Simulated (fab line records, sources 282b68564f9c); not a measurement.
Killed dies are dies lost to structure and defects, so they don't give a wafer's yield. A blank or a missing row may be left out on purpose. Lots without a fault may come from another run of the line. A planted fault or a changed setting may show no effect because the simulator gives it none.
Split-lot experiment | flow rit_cmos | 5 lots, 23 wafers read, on a route of 202 steps

THE SPLIT
At RIT_SILICIDE_SPUTTER_01 (material Ti, target thk 30 nm, time 240 s), the setting time_s was moved away from the recipe's 240 s on 5 of the 23 wafers read, by +6.7% to +14.6%. The other wafers ran this setting at the recipe's value.

FROM THE SPLIT TO THE READING: what the file shows between them, 1 step
- RIT_SILICIDE_RS_MEAS_02: measures by four-point-probe

THE READING
SILICIDE_TI_THK, in nm, at RIT_SILICIDE_THK_MEAS_03 (measures by xrf). Fault-free wafers of this fab line usually give 29.8 nm, standard deviation 0.41 nm.

wafer  | tool, chamber at the split | time_s as run, s | against the recipe | SILICIDE_TI_THK, nm | against lot-mates on the recipe
L075.1 | pvd_sputter-03, -          | 256.1            | +6.7%              | 31.1                | +1.5
L075.2 | pvd_sputter-03, -          | 240              | recipe             | 29.5                | -
L075.3 | pvd_sputter-03, -          | 240              | recipe             | 29.8                | -
L075.5 | pvd_sputter-03, -          | 256.1            | +6.7%              | 31.7                | +2.1
L075.6 | pvd_sputter-03, -          | 256.1            | +6.7%              | 31.9                | +2.2
L076.1 | pvd_sputter-01, -          | 240              | recipe             | 29.2                | -
L076.3 | pvd_sputter-01, -          | 240              | recipe             | 29.5                | -
L076.6 | pvd_sputter-01, -          | 240              | recipe             | 29.4                | -
L077.1 | pvd_sputter-04, -          | 240              | recipe             | 30.0                | -
L077.3 | pvd_sputter-04, -          | 240              | recipe             | 30.5                | -
L077.4 | pvd_sputter-04, -          | 240              | recipe             | 30.5                | -
L077.5 | pvd_sputter-04, -          | 240              | recipe             | 29.9                | -
L077.6 | pvd_sputter-04, -          | 240              | recipe             | 30.5                | -
L080.1 | pvd_sputter-04, -          | 240              | recipe             | 30.5                | -
L080.2 | pvd_sputter-04, -          | 240              | recipe             | 30.2                | -
L080.3 | pvd_sputter-04, -          | 240              | recipe             | 29.7                | -
L080.4 | pvd_sputter-04, -          | 240              | recipe             | 30.0                | -
L080.6 | pvd_sputter-04, -          | 240              | recipe             | 29.7                | -
L084.1 | pvd_sputter-03, -          | 240              | recipe             | 29.7                | -
L084.2 | pvd_sputter-03, -          | 240              | recipe             | 29.4                | -
L084.4 | pvd_sputter-03, -          | 240              | recipe             | 29.8                | -
L084.5 | pvd_sputter-03, -          | 275.1            | +14.6%             | 33.8                | +4.2
L084.6 | pvd_sputter-03, -          | 275.1            | +14.6%             | 34.3                | +4.7

THE FIT
A straight line over all 23 wafers: SILICIDE_TI_THK changes by +0.279 nm for each +1% of time_s; r = +0.95; the points scatter about the line by 0.41 nm.
The same after taking each lot's own level away (the mean of its wafers on the recipe; 23 wafers): +0.299 nm for each +1%; r = +0.98; scatter 0.27 nm.
On that fit, the largest move of time_s shifts the reading by 4.4 nm.
The lots' own levels span 29.37 to 30.28 nm, that is 2.2 times the standard deviation above.
So the lot-to-lot level changes the slope little: the two slopes agree.
Check: with one of the wafers moved furthest among these (+14.6%) left out of the fit, the line predicts +4.48 nm for it against its lot-mates. It came out at +4.17 nm against them.

OTHER SPLITS ON THESE WAFERS
These wafers also went through other splits before the reading. Each is held against what the fit with the lots' levels taken away leaves over:
other split on the same wafers | wafers away from the commonest value | r with SILICIDE_TI_THK (lot level and that fit taken away)
RIT_GATE_EXPOSE_13 dose_mj     | 9                                    | -0.24
RIT_GATE_STRIP_20 o2_flow_sccm | 8                                    | -0.14
RIT_NLDD_IMPLANT_08 energy_kev | 5                                    | -0.30
RIT_NSD_IMPLANT_08 dose_cm2    | 10                                   | -0.28
RIT_PSD_SOFTBAKE_02 temp_c     | 7                                    | +0.06
RIT_SDANNEAL_RTA_03 time_s     | 7                                    | +0.25

THE WHOLE CHAIN: every reading that the file lists as answering this split, in the file's order
step                     | what it does                              | reading                                                                           | change (the file's fit)               | r (the file's)
RIT_SILICIDE_SPUTTER_01  | material Ti, target thk 30 nm, time 240 s | Ti_of_SILICIDE_SPUTTER_01.thk_nm (the simulator's own value, which no gauge read) | +0.299 nm for each +1% of the setting | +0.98
RIT_SILICIDE_RS_MEAS_02  | measures by four-point-probe              | SILICIDE_TI_RS                                                                    | -0.534 for each +1% of the setting    | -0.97
RIT_SILICIDE_THK_MEAS_03 | measures by xrf                           | SILICIDE_TI_THK                                                                   | +0.3 for each +1% of the setting      | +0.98

THE FILE'S OWN FIT
SILICIDE_TI_THK changes by +0.3 nm for each +1% of time_s, r = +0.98.
